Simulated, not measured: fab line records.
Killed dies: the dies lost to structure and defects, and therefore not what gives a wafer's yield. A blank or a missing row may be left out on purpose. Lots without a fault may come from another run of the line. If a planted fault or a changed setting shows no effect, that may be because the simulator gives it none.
Struck lot and sound lot, side by side | flow berkeleyCmos170 | 27 steps out of a route of 331
Sound: wafers L659.1, L659.2, L659.3. Struck: wafer L664.1. The cause comes at the end.
For every step that has rows: the tool of each side, followed by ch and its chambers, followed by its first start. Under that, the readings that differ: sound wafers | struck wafers | difference of the means | sigmas: that difference in standard deviations of wafers without a fault.
alike: words and numbers the same on both sides, and readings whose means are apart by under 2 such deviations; not compared: readings that were withheld, readings missing a value for some wafer, numbers with overlapping values and no deviation given by the record, and bounds like >300 which may hide the same value.
Wherever a step has rows on one side only, a row that says differs or no value, or a row with sigmas, the two part there. Numbers that have no deviation but don't overlap get no sigmas and don't part them. A reading missing from all wafers of one side parts the sides only when that side holds two or more wafers.

first, 3 steps without rows for these wafers: UCB170_M1_EXPOSE_06 (exposes mask METAL1, target cd 700 nm); UCB170_M1_PEB_07; UCB170_M1_DEVELOP_08 (develop time 45 s).
UCB170_M1_CD_MEAS_09: the cd target is 700 nm.
  sound on cdSem-01, day 8 19:07; struck on cdSem-02, day 9 19:39
  alike: cdNm
UCB170_M1_OVL_MEAS_10:
  sound on overlay-01, day 8 19:14; struck on overlay-02, day 9 19:46
  alike: M1_OVL
UCB170_M1_ETCH_11: etches BARC in N2/H2.
  sound on rieDiel-02 ch 1,2,3, day 8 19:16; struck on rieDiel-04 ch 0, day 9 19:48
reading              | sound             | struck | difference | sigmas
throttleValvePct (%) | 13.06 13.62 13.58 | 12.82  | -0.60      | -3
  alike: drypumpMotorCurrentA, n2FlowSccm, oesProductAu
UCB170_M1_METAL_ETCH_12: etches Al in Cl2/BCl3, stops on PSG, target depth 780 nm, time 130 s.
  sound on rieMetal-03 ch 0,1, day 8 19:19; struck on rieMetal-04 ch 0, day 9 19:50
reading              | sound             | struck | difference | sigmas
throttleValvePct (%) | 24.34 24.19 24.20 | 24.53  | +0.29      | +3
  alike: drypumpMotorCurrentA, heBacksideLeakSccm, oesProductAu
  not compared: rfHoursCounterH
UCB170_M1_STRIP_13: strips in O2.
  sound on plasmaAsher-04 ch 0,1, day 8 19:26; struck on plasmaAsher-03 ch 1, day 9 19:59
  alike: drypumpMotorCurrentA, o2FlowSccm, oesProductAu
  not compared: rfHoursCounterH
UCB170_M1_CD_MEAS_90: the cd target is 700 nm.
  sound on cdSem-02, day 8 19:32; struck on cdSem-01, day 9 20:05
  alike: cdNm
then, 1 step without rows for these wafers: UCB170_M1_ANNEAL_14 (time 1200 s).
UCB170_V1_CVD_00: deposits SiO2 from TEOS/O2, target thk 2000 nm, time 250 s.
  sound on pecvd-03 ch 0,1,2, day 8 21:47; struck on pecvd-03 ch 1, day 9 21:32
reading            | sound       | struck | difference | sigmas
sinceWetCleanH (h) | 375 375 375 | 399    | +24        | 
  alike: heaterPowerW
UCB170_V1_THK_MEAS_01:
  sound on filmMetro-04, day 8 21:56; struck on filmMetro-04, day 9 21:41
  alike: V1_TEOS_THK
UCB170_V1_CMP_02: polishes SiO2.
  sound on cmp-02 ch 0,2,3, day 8 21:59; struck on cmp-02 ch 1, day 9 21:45
reading                            | sound            | struck | difference | sigmas
model.SiO2_of_V1_CVD_00.thkNm (nm) | 998.9 1000 998.9 | 1345   | +346       | 
  alike: motorCurrentA, retainingRingPressureFrac
UCB170_V1_BOW_MEAS_03:
  sound on filmMetro-03, day 8 22:17; struck on filmMetro-03, day 9 22:03
  alike: V1_BOW
UCB170_V1_THK_MEAS_04:
  sound on filmMetro-03, day 8 22:25; struck on filmMetro-03, day 9 22:10
reading              | sound              | struck | difference | sigmas
V1_POLISHED_THK (nm) | 998.4 1000.4 998.2 | 1344.2 | +345.2     | +99 or more
then, 7 steps without rows for these wafers: UCB170_V1_CLEAN_05 (cleans in DIW); UCB170_V1_HMDS_06 (prime time 60 s); UCB170_V1_COAT_07 (resist thk 900 nm); UCB170_V1_SOFTBAKE_08 (time 60 s); UCB170_V1_EXPOSE_09 (exposes mask VIA1, target cd 700 nm); UCB170_V1_PEB_10; UCB170_V1_DEVELOP_11 (develop time 45 s).
UCB170_V1_CD_MEAS_12: the cd target is 700 nm.
  sound on cdSem-01, day 8 23:40; struck on cdSem-01, day 10 00:11
  alike: cdNm
UCB170_V1_OVL_MEAS_13:
  sound on overlay-02, day 8 23:47; struck on overlay-01, day 10 00:18
  alike: V1_OVL
UCB170_V1_ETCH_14: etches SiO2 in CHF3/CF4/Ar, stops on Al, target depth 1250 nm, time 291 s.
  sound on rieDiel-02 ch 0,1,3, day 8 23:50; struck on rieDiel-03 ch 3, day 10 00:20
reading                      | sound             | struck | difference | sigmas
oesProductAu (a.u.)          | 0.869 0.881 0.849 | 0.994  | +0.128     | +12
rfHoursCounterH (h)          | 15 134 14         | 3      | -51        | 
model.V1.featureDepthNm (nm) | 998.9 1001 998.9  | 1240   | +240       | 
model.etch.depthNm (nm)      | 998.9 1000 998.9  | 1240   | +241       | 
  alike: drypumpMotorCurrentA, throttleValvePct
UCB170_V1_STRIP_15: strips in O2.
  sound on plasmaAsher-01 ch 0,1, day 9 00:01; struck on plasmaAsher-01 ch 1, day 10 00:31
  alike: drypumpMotorCurrentA, o2FlowSccm, oesProductAu, stripTimeToEndpointS
  not compared: rfHoursCounterH
following that, these wafers have no rows for 1 step: UCB170_M3_PROBE_99.

## WHERE THEY PART
First at UCB170_M1_ETCH_11; last, within this record, at UCB170_V1_ETCH_14. Later steps at which nothing parts them and some readings are alike: UCB170_V1_STRIP_15.

WHY: whatever the simulator had introduced
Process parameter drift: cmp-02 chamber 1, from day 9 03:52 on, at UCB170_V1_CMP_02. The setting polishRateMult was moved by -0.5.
